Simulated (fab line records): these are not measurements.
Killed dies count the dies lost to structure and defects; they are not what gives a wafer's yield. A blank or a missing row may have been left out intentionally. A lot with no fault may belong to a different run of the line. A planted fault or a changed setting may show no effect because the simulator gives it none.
A struck lot beside a sound one :: flow rit cmos :: 19 steps out of a route of 202
Sound: these wafers, L842.1, L842.2, L842.5. Wafers L848.3, L848.4, L848.6 were the ones struck. The cause comes at the end.
At each step with rows: each side's tool, then ch and its chambers, then its first start. Under that, the readings that differ: sound wafers :: struck wafers :: difference of the means :: sigmas: that difference in standard deviations of wafers without a fault.
alike: readings whose means differ by less than 2 such deviations, and words and numbers that are the same on both sides. not compared: withheld readings, readings that some wafer has no value for, bounds like >300 that may hide the same value, and numbers for which the record gives no deviation and whose values overlap.
A row with sigmas, a row that says differs or no value, or rows on one side alone: a step with any of these is where the two part. When numbers do not overlap yet have no deviation, they are printed without sigmas and do not part them. A reading missing from all wafers of one side parts the sides only when that side holds two or more wafers.

first, 2 steps without rows for these wafers: RIT_NSD_PEB_04; RIT_NSD_DEVELOP_05 (develop time 50 s).
RIT_NSD_OVL_MEAS_06:
  sound on overlay-01, day 4 01:20; struck on overlay-01, day 5 09:58
  alike: NSD_OVL
then, 2 steps without rows for these wafers: RIT_NSD_HARDBAKE_07 (time 60 s); RIT_NSD_IMPLANT_08.
RIT_NSD_STRIP_09: strips in O2, time 180 s.
  sound on plasma asher-02 ch 0,1, day 4 01:40; struck on plasma asher-01 ch 0,1, day 5 10:21
  alike: drypump motor current A
  not compared: rf hours counter h
RIT_NSD_TW_MEAS_10:
  sound on film metro-03, day 4 01:51; struck on film metro-03, day 5 10:29
  alike: NSD_TW
then, 5 steps without rows for these wafers: RIT_PSD_HMDS_00 (prime time 60 s); RIT_PSD_COAT_01 (resist thk 1000 nm); RIT_PSD_SOFTBAKE_02 (time 60 s); RIT_PSD_EXPOSE_03 (exposes mask M10, target cd 40900 nm); RIT_PSD_PEB_04.
RIT_PSD_DEVELOP_05: develop time 50 s.
  sound on litho track-04 ch 0, day 4 02:00; struck on litho track-01 ch 0, day 5 11:00
RIT_PSD_OVL_MEAS_06:
  sound on overlay-01, day 4 02:46; struck on overlay-01, day 5 11:31
  alike: PSD_OVL
then, 2 steps without rows for these wafers: RIT_PSD_HARDBAKE_07 (time 60 s); RIT_PSD_IMPLANT_08.
RIT_PSD_STRIP_09: strips in O2, time 180 s.
  sound on plasma asher-02 ch 0,1, day 4 03:05; struck on plasma asher-03 ch 0,1, day 5 11:54
  alike: drypump motor current A
  not compared: rf hours counter h
RIT_PSD_TW_MEAS_10:
  sound on film metro-04, day 4 03:16; struck on film metro-03, day 5 12:02
reading: PSD_TW
sound: 3410 3439 3432
struck: 30 30 30
difference: -3397
sigmas: -99 or more
then, 1 step without rows for these wafers: RIT_SDANNEAL_CLEAN_00 (cleans in SC1, time 600 s).

## WHERE THEY PART
RIT_PSD_TW_MEAS_10 only, going by this record.

WHY: what had been put in by the simulator
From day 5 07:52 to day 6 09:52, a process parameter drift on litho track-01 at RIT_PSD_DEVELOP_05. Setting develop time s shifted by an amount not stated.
